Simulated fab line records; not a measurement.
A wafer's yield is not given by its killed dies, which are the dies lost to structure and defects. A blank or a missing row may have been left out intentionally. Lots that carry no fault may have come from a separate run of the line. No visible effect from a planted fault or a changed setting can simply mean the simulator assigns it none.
Which tool was responsible? / flow berkeley-cmos170 / Sampling: 15 lots, 45 wafers, 4 of 331 route steps

== WHAT EACH GAUGE READ, for each wafer ==
UCB170_SDANNEAL_RS_MEAS_03: measures by four-point-probe. Usual: NSD_RS 37.30 ohm/sq, standard deviation 0.093.
lot=L389; measured=day 6 11:30; on=film-metro-01; NSD_RS (ohm/sq)=37.27 37.31 37.32; flag=
lot=L391; measured=day 7 02:17; on=film-metro-03; NSD_RS (ohm/sq)=37.33 37.40 37.45; flag=
lot=L392; measured=day 7 11:49; on=film-metro-03; NSD_RS (ohm/sq)=37.31 37.30 37.20; flag=
lot=L393; measured=day 7 11:56; on=film-metro-01; NSD_RS (ohm/sq)=37.33 37.27 37.36; flag=
lot=L394; measured=day 7 11:47; on=film-metro-02; NSD_RS (ohm/sq)=37.20 37.28 37.32; flag=
lot=L397; measured=day 8 04:11; on=film-metro-03; NSD_RS (ohm/sq)=37.44 37.38 37.29; flag=
lot=L402; measured=day 9 13:49; on=film-metro-03; NSD_RS (ohm/sq)=37.30 37.31 37.43; flag=
lot=L403; measured=day 9 14:14; on=film-metro-01; NSD_RS (ohm/sq)=37.34 37.41 37.42; flag=
lot=L404; measured=day 9 13:59; on=film-metro-02; NSD_RS (ohm/sq)=37.23 37.38 37.36; flag=
lot=L405; measured=day 10 04:32; on=film-metro-02; NSD_RS (ohm/sq)=37.26 37.35 37.26; flag=
lot=L408; measured=day 10 09:29; on=film-metro-01; NSD_RS (ohm/sq)=37.21 37.27 37.25; flag=
lot=L407; measured=day 10 10:07; on=film-metro-02; NSD_RS (ohm/sq)=37.10 37.19 37.08; flag=
lot=L412; measured=day 10 20:28; on=film-metro-03; NSD_RS (ohm/sq)=37.25 37.35 37.33; flag=
lot=L410; measured=day 10 20:04; on=film-metro-02; NSD_RS (ohm/sq)=37.33 37.27 37.33; flag=
lot=L411; measured=day 10 20:37; on=film-metro-02; NSD_RS (ohm/sq)=37.29 37.26 37.40; flag=

== WHAT TOOL EACH LOT RAN ON (gives the tool, then ch and the chambers of the sampled wafers, and finally the start) ==
lot=L389; UCB170_GATE_ETCH_15=rie-si-01 ch 1,2, day 5 21:25; UCB170_NSD_EXPOSE_03=krf-scanner-01 ch 0, day 6 09:16; UCB170_BACKSIDE_STRIP_03=plasma-asher-01 ch 1, day 6 10:51
lot=L391; UCB170_GATE_ETCH_15=rie-si-02 ch 0,1,2, day 6 11:05; UCB170_NSD_EXPOSE_03=krf-scanner-01 ch 0, day 6 23:54; UCB170_BACKSIDE_STRIP_03=plasma-asher-04 ch 0,1, day 7 01:45
lot=L392; UCB170_GATE_ETCH_15=rie-si-02 ch 0,2,3, day 6 20:36; UCB170_NSD_EXPOSE_03=krf-scanner-01 ch 0, day 7 07:36; UCB170_BACKSIDE_STRIP_03=plasma-asher-03 ch 0,1, day 7 10:06
lot=L393; UCB170_GATE_ETCH_15=rie-si-01 ch 1,2,3, day 6 22:19; UCB170_NSD_EXPOSE_03=krf-scanner-01 ch 0, day 7 08:03; UCB170_BACKSIDE_STRIP_03=plasma-asher-04 ch 0,1, day 7 10:51
lot=L394; UCB170_GATE_ETCH_15=rie-si-02 ch 0,1, day 6 22:26; UCB170_NSD_EXPOSE_03=krf-scanner-01 ch 0, day 7 07:10; UCB170_BACKSIDE_STRIP_03=plasma-asher-04 ch 0,1, day 7 09:41
lot=L397; UCB170_GATE_ETCH_15=rie-si-01 ch 2,3, day 7 14:19; UCB170_NSD_EXPOSE_03=krf-scanner-01 ch 0, day 8 02:11; UCB170_BACKSIDE_STRIP_03=plasma-asher-03 ch 0,1, day 8 03:40
lot=L402; UCB170_GATE_ETCH_15=rie-si-02 ch 0,1,3, day 8 23:29; UCB170_NSD_EXPOSE_03=krf-scanner-01, day 9 11:27; UCB170_BACKSIDE_STRIP_03=plasma-asher-01 ch 0,1, day 9 13:17
lot=L403; UCB170_GATE_ETCH_15=rie-si-01 ch 0,2, day 8 23:46; UCB170_NSD_EXPOSE_03=krf-scanner-01, day 9 11:58; UCB170_BACKSIDE_STRIP_03=plasma-asher-03 ch 0,1, day 9 13:43
lot=L404; UCB170_GATE_ETCH_15=rie-si-02 ch 0,1,3, day 8 23:53; UCB170_NSD_EXPOSE_03=krf-scanner-02, day 9 11:45; UCB170_BACKSIDE_STRIP_03=plasma-asher-04 ch 0,1, day 9 13:20
lot=L405; UCB170_GATE_ETCH_15=rie-si-01 ch 2,3, day 9 13:41; UCB170_NSD_EXPOSE_03=krf-scanner-02 ch 0, day 10 02:16; UCB170_BACKSIDE_STRIP_03=plasma-asher-03 ch 0,1, day 10 03:49
lot=L408; UCB170_GATE_ETCH_15=rie-si-01 ch 0,2,3, day 9 22:07; UCB170_NSD_EXPOSE_03=krf-scanner-01 ch 0, day 10 07:04; UCB170_BACKSIDE_STRIP_03=plasma-asher-04 ch 0, day 10 08:57
lot=L407; UCB170_GATE_ETCH_15=rie-si-02 ch 0,1,2, day 9 22:19; UCB170_NSD_EXPOSE_03=krf-scanner-02 ch 0, day 10 07:40; UCB170_BACKSIDE_STRIP_03=plasma-asher-04 ch 0,1, day 10 09:35
lot=L412; UCB170_GATE_ETCH_15=rie-si-01 ch 0,1,3, day 10 06:04; UCB170_NSD_EXPOSE_03=krf-scanner-01 ch 0, day 10 18:12; UCB170_BACKSIDE_STRIP_03=plasma-asher-01 ch 0,1, day 10 19:53
lot=L410; UCB170_GATE_ETCH_15=rie-si-02 ch 1,2,3, day 10 06:20; UCB170_NSD_EXPOSE_03=krf-scanner-01 ch 0, day 10 17:29; UCB170_BACKSIDE_STRIP_03=plasma-asher-01 ch 0,1, day 10 19:26
lot=L411; UCB170_GATE_ETCH_15=rie-si-02 ch 0,1, day 10 06:35; UCB170_NSD_EXPOSE_03=krf-scanner-02 ch 0, day 10 17:53; UCB170_BACKSIDE_STRIP_03=plasma-asher-03 ch 0,1, day 10 19:49
- UCB170_GATE_ETCH_15: etches poly-Si in HBr/Cl2, stops on SiO2, time 56.3 s, target depth 278.2 nm.
- UCB170_NSD_EXPOSE_03: exposes mask NSELECT MOD, target cd 1200 nm.
- UCB170_BACKSIDE_STRIP_03: strips in O2.

== AS READ BY THE TOOLS THEMSELVES (means over the sampled wafers that have a number; for cases with no such wafer, the mark the record gives instead) ==
UCB170_GATE_ETCH_15. Usual: drypump-motor-current-A 5.9 A, standard deviation 0.34; oes-product-au 0.833 a.u., standard deviation 0.017; throttle-valve-pct 26.47 %, standard deviation 0.15.
lot=L389; tool=rie-si-01; drypump-motor-current-A (A)=5.9; oes-product-au (a.u.)=0.841; throttle-valve-pct (%)=26.48; flag=
lot=L391; tool=rie-si-02; drypump-motor-current-A (A)=5.9; oes-product-au (a.u.)=0.832; throttle-valve-pct (%)=26.52; flag=
lot=L392; tool=rie-si-02; drypump-motor-current-A (A)=6.0; oes-product-au (a.u.)=0.829; throttle-valve-pct (%)=26.44; flag=
lot=L393; tool=rie-si-01; drypump-motor-current-A (A)=6.1; oes-product-au (a.u.)=0.841; throttle-valve-pct (%)=26.51; flag=
lot=L394; tool=rie-si-02; drypump-motor-current-A (A)=5.8; oes-product-au (a.u.)=0.840; throttle-valve-pct (%)=26.57; flag=
lot=L397; tool=rie-si-01; drypump-motor-current-A (A)=6.2; oes-product-au (a.u.)=0.849; throttle-valve-pct (%)=26.61; flag=
lot=L402; tool=rie-si-02; drypump-motor-current-A (A)=6.0; oes-product-au (a.u.)=0.830; throttle-valve-pct (%)=26.50; flag=
lot=L403; tool=rie-si-01; drypump-motor-current-A (A)=5.7; oes-product-au (a.u.)=0.846; throttle-valve-pct (%)=26.48; flag=
lot=L404; tool=rie-si-02; drypump-motor-current-A (A)=6.0; oes-product-au (a.u.)=0.829; throttle-valve-pct (%)=26.48; flag=
lot=L405; tool=rie-si-01; drypump-motor-current-A (A)=6.2; oes-product-au (a.u.)=0.847; throttle-valve-pct (%)=26.61; flag=
lot=L408; tool=rie-si-01; drypump-motor-current-A (A)=5.9; oes-product-au (a.u.)=0.836; throttle-valve-pct (%)=26.53; flag=
lot=L407; tool=rie-si-02; drypump-motor-current-A (A)=5.9; oes-product-au (a.u.)=0.836; throttle-valve-pct (%)=26.52; flag=
lot=L412; tool=rie-si-01; drypump-motor-current-A (A)=5.8; oes-product-au (a.u.)=0.818; throttle-valve-pct (%)=26.44; flag=
lot=L410; tool=rie-si-02; drypump-motor-current-A (A)=6.0; oes-product-au (a.u.)=0.845; throttle-valve-pct (%)=26.41; flag=
lot=L411; tool=rie-si-02; drypump-motor-current-A (A)=5.8; oes-product-au (a.u.)=0.832; throttle-valve-pct (%)=26.56; flag=

UCB170_NSD_EXPOSE_03. Usual: exposure-dose-mJ-cm2 30.108, standard deviation 0.027; focus-offset-nm -0.1 nm, standard deviation 0.59; reticle-temp-C 22.98 C, standard deviation 0.11.
lot=L389; tool=krf-scanner-01; exposure-dose-mJ-cm2=30.147; focus-offset-nm (nm)=-0.7; reticle-temp-C (C)=23.11; flag=
lot=L391; tool=krf-scanner-01; exposure-dose-mJ-cm2=30.106; focus-offset-nm (nm)=-0.4; reticle-temp-C (C)=23.02; flag=
lot=L392; tool=krf-scanner-01; exposure-dose-mJ-cm2=30.091; focus-offset-nm (nm)=-0.6; reticle-temp-C (C)=22.96; flag=
lot=L393; tool=krf-scanner-01; exposure-dose-mJ-cm2=30.116; focus-offset-nm (nm)=-0.4; reticle-temp-C (C)=22.95; flag=
lot=L394; tool=krf-scanner-01; exposure-dose-mJ-cm2=30.100; focus-offset-nm (nm)=-0.1; reticle-temp-C (C)=22.91; flag=
lot=L397; tool=krf-scanner-01; exposure-dose-mJ-cm2=30.132; focus-offset-nm (nm)=-0.3; reticle-temp-C (C)=22.82; flag=
lot=L402; tool=krf-scanner-01; exposure-dose-mJ-cm2=-; focus-offset-nm (nm)=-; reticle-temp-C (C)=-; flag=OFF
lot=L403; tool=krf-scanner-01; exposure-dose-mJ-cm2=-; focus-offset-nm (nm)=-; reticle-temp-C (C)=-; flag=OFF
lot=L404; tool=krf-scanner-02; exposure-dose-mJ-cm2=-; focus-offset-nm (nm)=-; reticle-temp-C (C)=-; flag=OFF
lot=L405; tool=krf-scanner-02; exposure-dose-mJ-cm2=30.095; focus-offset-nm (nm)=-0.8; reticle-temp-C (C)=23.05; flag=
lot=L408; tool=krf-scanner-01; exposure-dose-mJ-cm2=30.082; focus-offset-nm (nm)=-0.3; reticle-temp-C (C)=23.12; flag=
lot=L407; tool=krf-scanner-02; exposure-dose-mJ-cm2=30.064; focus-offset-nm (nm)=0.1; reticle-temp-C (C)=22.86; flag=
lot=L412; tool=krf-scanner-01; exposure-dose-mJ-cm2=30.095; focus-offset-nm (nm)=0.5; reticle-temp-C (C)=22.96; flag=
lot=L410; tool=krf-scanner-01; exposure-dose-mJ-cm2=30.111; focus-offset-nm (nm)=0.3; reticle-temp-C (C)=22.96; flag=
lot=L411; tool=krf-scanner-02; exposure-dose-mJ-cm2=30.114; focus-offset-nm (nm)=-0.1; reticle-temp-C (C)=23.05; flag=

UCB170_BACKSIDE_STRIP_03. Usual: drypump-motor-current-A 5.7 A, standard deviation 0.48; o2-flow-sccm 400.2 sccm, standard deviation 1.2; oes-product-au 0.735 a.u., standard deviation 0.0047; strip-time-to-endpoint-s 21.97 s, standard deviation 0.061.
lot=L389; tool=plasma-asher-01; drypump-motor-current-A (A)=5.2; o2-flow-sccm (sccm)=398.2; oes-product-au (a.u.)=0.731; strip-time-to-endpoint-s (s)=22.06; flag=
lot=L391; tool=plasma-asher-04; drypump-motor-current-A (A)=6.0; o2-flow-sccm (sccm)=401.4; oes-product-au (a.u.)=0.738; strip-time-to-endpoint-s (s)=21.91; flag=
lot=L392; tool=plasma-asher-03; drypump-motor-current-A (A)=5.9; o2-flow-sccm (sccm)=398.5; oes-product-au (a.u.)=0.735; strip-time-to-endpoint-s (s)=21.98; flag=
lot=L393; tool=plasma-asher-04; drypump-motor-current-A (A)=5.9; o2-flow-sccm (sccm)=400.2; oes-product-au (a.u.)=0.730; strip-time-to-endpoint-s (s)=22.00; flag=
lot=L394; tool=plasma-asher-04; drypump-motor-current-A (A)=6.0; o2-flow-sccm (sccm)=399.9; oes-product-au (a.u.)=0.735; strip-time-to-endpoint-s (s)=21.96; flag=
lot=L397; tool=plasma-asher-03; drypump-motor-current-A (A)=5.5; o2-flow-sccm (sccm)=400.1; oes-product-au (a.u.)=0.730; strip-time-to-endpoint-s (s)=22.05; flag=
lot=L402; tool=plasma-asher-01; drypump-motor-current-A (A)=5.2; o2-flow-sccm (sccm)=400.2; oes-product-au (a.u.)=0.737; strip-time-to-endpoint-s (s)=22.00; flag=
lot=L403; tool=plasma-asher-03; drypump-motor-current-A (A)=5.5; o2-flow-sccm (sccm)=400.4; oes-product-au (a.u.)=0.732; strip-time-to-endpoint-s (s)=21.98; flag=
lot=L404; tool=plasma-asher-04; drypump-motor-current-A (A)=5.9; o2-flow-sccm (sccm)=400.9; oes-product-au (a.u.)=0.731; strip-time-to-endpoint-s (s)=22.03; flag=
lot=L405; tool=plasma-asher-03; drypump-motor-current-A (A)=5.5; o2-flow-sccm (sccm)=401.0; oes-product-au (a.u.)=0.738; strip-time-to-endpoint-s (s)=21.95; flag=
lot=L408; tool=plasma-asher-04; drypump-motor-current-A (A)=5.8; o2-flow-sccm (sccm)=400.3; oes-product-au (a.u.)=0.736; strip-time-to-endpoint-s (s)=21.93; flag=
lot=L407; tool=plasma-asher-04; drypump-motor-current-A (A)=5.9; o2-flow-sccm (sccm)=399.1; oes-product-au (a.u.)=0.735; strip-time-to-endpoint-s (s)=21.97; flag=
lot=L412; tool=plasma-asher-01; drypump-motor-current-A (A)=5.3; o2-flow-sccm (sccm)=401.4; oes-product-au (a.u.)=0.734; strip-time-to-endpoint-s (s)=21.98; flag=
lot=L410; tool=plasma-asher-01; drypump-motor-current-A (A)=5.2; o2-flow-sccm (sccm)=401.6; oes-product-au (a.u.)=0.736; strip-time-to-endpoint-s (s)=21.94; flag=
lot=L411; tool=plasma-asher-03; drypump-motor-current-A (A)=5.5; o2-flow-sccm (sccm)=399.0; oes-product-au (a.u.)=0.734; strip-time-to-endpoint-s (s)=21.92; flag=

== THE ANSWER, worked out from the rows above alone ==
Rule: a lot counts as off when the mean over its wafers that have a number is more than 3 standard deviations away from the usual mean. A lot without any number at a reading at which 4 lots or more have one is off too. The other lots that the step has rows for count as sound. After the gauges, taken in route order, come the tools' own readings; for these a lot's mean is taken, as printed above. The first step at which some lot is off is used, and at that step the reading that is off furthest; a lot without a number counts as furthest.
Off: L402, L403, L404 (UCB170_NSD_EXPOSE_03, exposure-dose-mJ-cm2). Without a number there: L402, L403, L404.
A tool fits if, at that step or a process step before it, it ran every lot that is off, and no sound lot after the first of them. Of those tried, none fits.

== WHAT THE SIMULATOR HAD PUT IN ==
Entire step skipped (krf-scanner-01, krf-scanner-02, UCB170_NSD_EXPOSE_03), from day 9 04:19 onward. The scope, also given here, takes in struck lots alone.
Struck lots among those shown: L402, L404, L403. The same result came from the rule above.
